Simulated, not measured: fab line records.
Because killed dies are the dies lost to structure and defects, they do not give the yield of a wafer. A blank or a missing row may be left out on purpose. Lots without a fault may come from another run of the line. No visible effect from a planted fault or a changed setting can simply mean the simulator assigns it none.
A single fault, viewed from 2 desks | flow rit-cmos | numbers are kept per desk, each desk with only its own; the story behind them comes last

AT THE TOOL OWNER'S DESK: furnace-01
The tool's own readings at RIT_REOX_OXIDATION_03 (target thk 25.2 nm, ox time 5580 s): means of the sampled wafers that have a number, for each lot that ran on this tool. The brackets show how far a lot's mean lies from the usual mean; more than 4 standard deviations puts the lot out of limits, marked OUT.
Columns: A = spike-tc-centre-C at RIT_REOX_OXIDATION_03, usual 902.2 C; B = tube-center-temp-C at RIT_REOX_OXIDATION_03, usual 900 C; C = tube_center_temp_C_max at RIT_REOX_OXIDATION_03, usual 902.3
lot  | first seen here | A                | B             | C
L639 | day 3 07:34     | 903.0            | 900           | 902.0
L643 | day 4 05:43     | 903.8            | 900           | 902.5
L645 | day 4 17:47     | 910.7 (+6.6) OUT | 908 (+97) OUT | 910.8 (+22) OUT
L646 | day 4 20:35     | 910.6 (+6.5) OUT | 908 (+96) OUT | 910.4 (+21) OUT
L657 | day 7 21:07     | 903.7            | 900           | 902.3
L658 | day 8 05:19     | 904.3            | 900           | 902.2
L659 | day 8 05:19     | 903.0            | 900           | 902.6
This desk finds L645, L646 out of limits, L645 being first, at day 4 17:47 (spike-tc-centre-C at RIT_REOX_OXIDATION_03). Within limits: L639, L643, L657, L658, L659.

AT THE METROLOGY DESK
Lot by lot, what the gauges showed, no matter which tool ran the lot: averages of those sampled wafers that carry a number. The brackets show how far a lot's mean lies from the usual mean; more than 4 standard deviations puts the lot out of limits, marked OUT.
Columns: A = REOX_OXIDE_THK at RIT_REOX_THK_MEAS_04, usual 25.3 nm
lot  | first seen here | A
L636 | day 2 17:47     | 24.9
L638 | day 3 06:50     | 25.2
L639 | day 3 10:07     | 25.1
L640 | day 3 17:55     | 23.5
L642 | day 4 05:08     | 24.8
L643 | day 4 08:16     | 25.4
L645 | day 4 20:20     | 27.4
L646 | day 4 23:09     | 27.6 (+4.0) OUT
L647 | day 5 07:04     | 24.4
L648 | day 5 16:19     | 25.4
L652 | day 7 04:01     | 25.8
L657 | day 7 23:41     | 25.6
L659 | day 8 07:52     | 25.2
L658 | day 8 07:53     | 25.1
This desk's result: L646 out of limits, first on L646 (REOX_OXIDE_THK at RIT_REOX_THK_MEAS_04), day 4 23:09. Within limits: L636, L638, L639, L640, L642, L643, L645, L647, L648, L652, L657, L659, L658.

BROUGHT TOGETHER
On L645, L646, at day 4 17:47, an alarm was possible from the tool owner's desk.
Metrology desk: alarm possible at day 4 23:09 on L646.
The metrology desk has L645 on record, within its limits.
Of the lots named, all ran RIT_REOX_OXIDATION_03 on furnace-01.

WHAT HAD BEEN PUT IN BY THE SIMULATOR
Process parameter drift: furnace-01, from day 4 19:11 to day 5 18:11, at RIT_REOX_OXIDATION_03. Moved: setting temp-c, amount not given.
Struck lots among those shown: L645, L646.
